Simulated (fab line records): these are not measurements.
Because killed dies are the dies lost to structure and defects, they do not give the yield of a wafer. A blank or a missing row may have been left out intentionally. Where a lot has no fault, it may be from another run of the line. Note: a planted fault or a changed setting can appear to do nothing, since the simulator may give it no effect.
A lot that was struck, set against a sound lot || flow berkeley_cmos170 || 43 out of 331 route steps
Sound: the wafers L419.1, L419.2, L419.5. Struck: wafers L410.3, L410.4, L410.6. The cause is named last.
For every step that has rows: the tool of each side, followed by ch and its chambers, followed by its first start. Under that, the readings that differ: sound wafers || struck wafers || difference of the means || sigmas: that difference in standard deviations of wafers without a fault.
alike: a reading whose means differ by less than 2 such deviations, as well as words and numbers matching on both sides. not compared: withheld readings; readings where some wafer has no value; bounds like >300 that might hide an equal value; numbers whose values overlap and for which the record gives no deviation.
The two part at a step that has a row with sigmas, a row that says differs or no value, or rows on one side only. Non-overlapping numbers with no deviation appear without sigmas and do not part them. Lack of a reading on every wafer of one side parts them only where that side has two or more wafers.

UCB170_BACKSIDE_STRIP_03: strips in O2.
  sound on plasma_asher-03 ch 0,1, day 11 18:58; struck on plasma_asher-03 ch 0,1, day 10 00:32
  alike: drypump_motor_current_A, oes_product_au, strip_time_to_endpoint_s
  not compared: rf_hours_counter_h
then, 3 steps without rows for these wafers: UCB170_BACKSIDE_CLEAN_04 (cleans in SPM, time 600 s); UCB170_SDANNEAL_RTA_00 (time 10 s); UCB170_SDANNEAL_RTA_01 (time 5 s).
UCB170_SDANNEAL_RS_MEAS_02: uses a four-point probe to measure.
  sound: film_metro-02 at day 11 19:22; struck: film_metro-04 at day 10 00:56
  alike: PSD_RS
UCB170_SDANNEAL_RS_MEAS_03: uses a four-point probe to measure.
  sound: film_metro-02 at day 11 19:29; struck: film_metro-04 at day 10 01:04
  alike: NSD_RS
UCB170_SDANNEAL_RS_MEAS_04: uses a four-point probe to measure.
  sound: film_metro-02 at day 11 19:36; struck: film_metro-04 at day 10 01:11
  alike: PLDD_RS
UCB170_SDANNEAL_RS_MEAS_05: uses a four-point probe to measure.
  sound: film_metro-02 at day 11 19:43; struck: film_metro-04 at day 10 01:18
  alike: NLDD_RS
then, 2 steps without rows for these wafers: UCB170_SILICIDE_PRE_CLEAN_00 (preclean etch time 60 s); UCB170_SILICIDE_SPUTTER_01 (material Ti, target thk 30 nm, time 25 s).
UCB170_SILICIDE_RS_MEAS_02: uses a four-point probe to measure.
  sound: film_metro-03 at day 11 19:56; struck: film_metro-03 at day 10 01:31
  alike: SILICIDE_TI_RS
UCB170_SILICIDE_THK_MEAS_03: measures by xrf.
  sound: film_metro-03 at day 11 20:03; struck: film_metro-03 at day 10 01:37
  alike: SILICIDE_TI_THK
UCB170_SILICIDE_RTA_04: time 15 s.
  sound on rtp_anneal-01 ch 0, day 11 20:07; struck on rtp_anneal-02 ch 0, day 10 01:41
{"reading": "lamp_power_pct (%)", "sound": "9.6 9.6 9.6", "struck": "10.4 10.4 10.4", "difference": "+0.8", "sigmas": "+2"}
  alike: wafer_temp_C_max
then, 3 steps without rows for these wafers: UCB170_SILICIDE_WET_ETCH_05 (etches Ti in SPM, time 45 s); UCB170_CONTACT_CLEAN_00 (cleans in SPM, time 600 s); UCB170_CONTACT_CVD_01 (deposits PSG from SiH4/O2/PH3, target thk 700 nm, time 2820 s).
UCB170_CONTACT_THK_MEAS_02:
  sound: film_metro-04 at day 11 22:16; struck: film_metro-01 at day 10 03:44
  alike: CONTACT_PSG_THK
then, 5 steps without rows for these wafers: UCB170_CONTACT_HMDS_03 (prime time 60 s); UCB170_CONTACT_COAT_04 (resist thk 900 nm); UCB170_CONTACT_SOFTBAKE_05 (time 60 s); UCB170_CONTACT_STRIP_06 (strips in O2); UCB170_CONTACT_CLEAN_07 (cleans in SPM, time 600 s).
UCB170_CONTACT_RTA_08: time 10 s.
  sound on rtp_anneal-01 ch 0, day 11 23:14; struck on rtp_anneal-02 ch 0, day 10 04:31
{"reading": "wafer_temp_C_max", "sound": "902.5 902.1 902.5", "struck": "903.6 904.9 904.7", "difference": "+2.0", "sigmas": "+2"}
  alike: lamp_power_pct
then, 6 steps without rows for these wafers: UCB170_CONTACT_COAT_09; UCB170_CONTACT_COAT_10 (resist thk 900 nm); UCB170_CONTACT_SOFTBAKE_11 (time 60 s); UCB170_CONTACT_EXPOSE_12 (exposes mask CONT, target cd 700 nm); UCB170_CONTACT_PEB_13; UCB170_CONTACT_DEVELOP_14 (develop time 45 s).
UCB170_CONTACT_CD_MEAS_15 targets a cd of 700 nm.
  sound: cd_sem-02 at day 12 00:57; struck: cd_sem-02 at day 10 05:31
  alike: cd_nm
UCB170_CONTACT_OVL_MEAS_16:
  sound: overlay-02 at day 12 01:04; struck: overlay-01 at day 10 05:36
  alike: CONTACT_OVL
then, 1 step without rows for these wafers: UCB170_CONTACT_ETCH_17 (etches BARC in N2/H2).
UCB170_CONTACT_ETCH_18: etches PSG in CHF3/CF4/Ar, stops on TiSi2, target depth 840 nm, time 195 s.
  sound on rie_diel-03 ch 2,3; struck on rie_diel-02 ch 0,1,2
  alike: drypump_motor_current_A, oes_product_au, throttle_valve_pct
  not compared: rf_hours_counter_h
UCB170_CONTACT_STRIP_19: strips in O2.
  sound on plasma_asher-04 ch 0,1, day 12 01:16; struck on plasma_asher-02 ch 0,1, day 10 05:50
  alike: drypump_motor_current_A, oes_product_au
  not compared: rf_hours_counter_h
UCB170_CONTACT_CD_MEAS_90 targets a cd of 700 nm.
  sound: cd_sem-02 at day 12 01:22; struck: cd_sem-02 at day 10 05:56
  alike: cd_nm
then, 1 step without rows for these wafers: UCB170_CONTACT_CLEAN_20 (cleans in SPM, time 600 s).
UCB170_M1_SPUTTER_00: material Al, target thk 600 nm, time 80 s.
  sound: pvd_sputter-01 at day 12 02:08; struck: pvd_sputter-03 at day 10 06:11
  alike: throttle_valve_pct
UCB170_M1_RS_MEAS_01: uses a four-point probe to measure.
  sound: film_metro-04 at day 12 02:12; struck: film_metro-04 at day 10 06:17
{"reading": "M1_AL_RS (ohm/sq)", "sound": "0.0489 0.0489 0.0487", "struck": "0.0478 0.0479 0.0477", "difference": -0.0010, "sigmas": -2}
UCB170_M1_THK_MEAS_02: measures by xrf.
  sound: film_metro-04 at day 12 02:19; struck: film_metro-04 at day 10 06:23
  alike: M1_AL_THK
then, 3 steps without rows for these wafers: UCB170_M1_COAT_03; UCB170_M1_COAT_04 (resist thk 900 nm); UCB170_M1_SOFTBAKE_05 (time 60 s).
UCB170_M3_PROBE_99:
  sound: prober-01 at day 12 18:11; struck: prober-02 at day 10 20:18
{"reading": "model.etest.ppoly_line.line_ohm_um", "sound": "14.88 14.95 15.15", "struck": "13.21 13.3 12.98", "difference": -1.83, "sigmas": ""}
{"reading": "model.etest.npoly_line.line_ohm_um", "sound": "14.66 14.81 14.89", "struck": "12.76 13.16 12.84", "difference": -1.87, "sigmas": ""}
{"reading": "model.etest.ppoly_line.rs_ohm_sq", "sound": "4.793 4.757 4.89", "struck": "4.248 4.256 4.239", "difference": -0.566, "sigmas": ""}
{"reading": "model.etest.npoly_line.rs_ohm_sq", "sound": "4.724 4.715 4.732", "struck": "4.212 4.194 4.17", "difference": -0.532, "sigmas": ""}
{"reading": "model.etest.pplus_sal.line_ohm_um", "sound": "5.11 5.112 5.199", "struck": "4.791 4.734 4.807", "difference": -0.363, "sigmas": ""}
{"reading": "model.etest.ppoly_sal.rs_ohm_sq", "sound": "4.118 4.113 4.123", "struck": "3.756 3.713 3.686", "difference": -0.400, "sigmas": ""}
{"reading": "model.etest.nplus_sal.line_ohm_um", "sound": "4.966 5.053 5.179", "struck": "4.644 4.689 4.735", "difference": -0.377, "sigmas": ""}
{"reading": "model.etest.npoly_sal.rs_ohm_sq", "sound": "4.027 4.025 4.056", "struck": "3.661 3.663 3.634", "difference": -0.383, "sigmas": ""}

== WHERE THEY PART ==
Earliest at UCB170_SILICIDE_RTA_04; latest, in this record, at UCB170_M1_RS_MEAS_01. Later steps at which nothing parts them and some readings are alike: UCB170_M1_THK_MEAS_02.

WHY: the cause the simulator had injected
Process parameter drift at UCB170_SILICIDE_RTA_04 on rtp_anneal-02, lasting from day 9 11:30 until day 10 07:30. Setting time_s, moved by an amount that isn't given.
